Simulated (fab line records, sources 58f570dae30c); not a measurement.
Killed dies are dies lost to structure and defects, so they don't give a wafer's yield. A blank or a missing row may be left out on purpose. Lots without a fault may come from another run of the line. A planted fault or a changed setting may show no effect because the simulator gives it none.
Problem report in the 8D (eight disciplines) form, filled by code | flow berkeley_cmos170 | the parts of the form that need people (team, actions taken, sign-off) are left out

1. THE PROBLEM
rf_fwd_power_W at UCB170_M2_ETCH_17 reads a mean of 295.1 W on 4 wafers of 3 lots; wafers without a fault read 494.9 W with a standard deviation of 2. That is -99 or more standard deviations from the usual mean.
The step: etches BARC in N2/H2.
First seen on wafer L536.3, day 10 09:34, on rie_diel-03. The record holds 21 wafers of 7 lots with a number at this step. Rule for "out", or "out of limits": more than 4 standard deviations from the usual mean. The other wafers with a number count as sound.

2. WHAT IT IS AND WHAT IT IS NOT
question                    | is                             | is not
which readings at this step | rf_fwd_power_W, oes_product_au | drypump_motor_current_A, throttle_valve_pct
which lots                  | L536, L537, L539               | L526, L530, L543, L546
which wafers of those lots  | L536.3, L536.5, L537.2, L539.1 | L536.6, L537.4, L537.5, L539.2, L539.4
read on which tools         | rie_diel-03                    | rie_diel-02, rie_diel-04
when                        | from day 10 09:34              | up to then (7 sound wafers); but 10 sound wafers of L537, L539, L543, L546 came after

3. SUSPECTS, AND WHAT RULES EACH OUT
Counting: a tool at a process step up to the reading stays a suspect if it ran every lot that is out. Sound lots after the first of them don't rule it out here, since some wafers of a struck lot are sound.
- rie_diel-03 at UCB170_M2_ETCH_17 (etches BARC in N2/H2): kept. It ran every lot that is out, first L536 (day 10 09:34); its last sound lot up to then is L530 (day 10 02:08). Its own readings are out on those wafers: oes_product_au, rf_fwd_power_W.
- Within rie_diel-03 at UCB170_M2_ETCH_17: the wafers that are out ran in chamber 1; their sound lot-mates ran in chambers 0, 3.
Left after counting: rie_diel-03 at UCB170_M2_ETCH_17.

4. THE CAUSE (what the simulator had put in)
Process parameter drift: rie_diel-03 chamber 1, from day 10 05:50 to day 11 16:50, at UCB170_M2_ETCH_17. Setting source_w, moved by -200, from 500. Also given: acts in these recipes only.
Counting left only this tool.

5. THE CHAIN OF EFFECTS, in route order
Each row: a reading whose mean over the struck wafers that have a number lies more than 3 standard deviations from the usual. Only readings for which the record gives a usual standard deviation are gone through. hours: the time from each lot's start at the first step in this table that gives one to its start at this step, as a median over the lots. sigmas: the change in usual standard deviations.
hours | step              | reading        | usual      | on struck wafers | change | sigmas
0     | UCB170_M2_ETCH_17 | oes_product_au | 0.993 a.u. | 0.784            | -0.209 | -14
0     | UCB170_M2_ETCH_17 | rf_fwd_power_W | 494.9 W    | 295.1            | -199.8 | -99 or more
The process steps in it:
- UCB170_M2_ETCH_17: etches BARC in N2/H2.

6. WHAT WOULD HAVE CAUGHT IT SOONER
In this record the first reading out of limits was taken at day 10 09:34, 4 hours after the fault began at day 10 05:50.
